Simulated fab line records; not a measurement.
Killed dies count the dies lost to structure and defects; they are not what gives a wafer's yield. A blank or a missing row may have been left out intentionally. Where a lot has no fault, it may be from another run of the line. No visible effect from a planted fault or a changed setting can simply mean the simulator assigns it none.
One fault seen from 2 desks + flow berkeley cmos170 + each desk holds nothing but its own numbers, with what lay behind them at the end

## THE METROLOGY DESK
Lot by lot, what the gauges showed, no matter which tool ran the lot: averages of those sampled wafers that carry a number. A lot is out of limits, marked OUT, if its mean lies more than 4 standard deviations from the usual mean; the brackets give that distance.
Columns: A = GATE_POLY_THK at UCB170_GATE_THK_MEAS_05, usual 214.8 nm; B = cd nm at UCB170_GATE_CD_MEAS_12, usual 350.1 nm; C = GATE_OVL at UCB170_GATE_OVL_MEAS_13, usual -6 nm
| lot  | first seen here | A     | B     | C   |
|------|-----------------|-------|-------|-----|
| L444 | day 8 12:24     | 215.0 | 352.6 | -3  |
| L451 | day 9 18:42     | 215.3 | 349.8 | -14 |
| L455 | day 11 07:41    | 216.2 | 348.3 | -3  |
| L453 | day 11 07:45    | 216.1 | 350.3 | -12 |
| L456 | day 11 15:53    | 216.5 | 350.2 | 0   |
| L460 | day 12 13:42    | 216.2 | 351.8 | -1  |
This desk's verdict: no lot among the 6 shows anything out of limits.

## FOR THE TOOL OWNER'S DESK: rie si-02
The tool's own readings at UCB170_GATE_ETCH_15 (etches poly-Si in HBr/Cl2, stops on SiO2, time 56.3 s, target depth 278.2 nm): means of the sampled wafers that have a number, for each lot that ran on this tool. A lot is out of limits, marked OUT, if its mean lies more than 4 standard deviations from the usual mean; the brackets give that distance.
Columns: A = drypump motor current A at UCB170_GATE_ETCH_15, usual 5.8 A; B = oes product au at UCB170_GATE_ETCH_15, usual 0.835 a.u.; C = throttle valve pct at UCB170_GATE_ETCH_15, usual 26.58 %
| lot  | first seen here | A   | B     | C     |
|------|-----------------|-----|-------|-------|
| L444 | day 8 14:05     | 5.7 | 0.844 | 26.72 |
| L451 | day 9 20:20     | 5.4 | 0.833 | 26.68 |
| L455 | day 11 09:03    | 5.9 | 0.861 | 26.30 |
| L456 | day 11 16:58    | 5.3 | 0.864 | 26.68 |
This desk's verdict: no lot among the 4 shows anything out of limits.

## ALL TOGETHER
The metrology desk saw nothing out of limits.
The desk of the tool owner found nothing out of limits.

## WHAT THE SIMULATOR PUT IN
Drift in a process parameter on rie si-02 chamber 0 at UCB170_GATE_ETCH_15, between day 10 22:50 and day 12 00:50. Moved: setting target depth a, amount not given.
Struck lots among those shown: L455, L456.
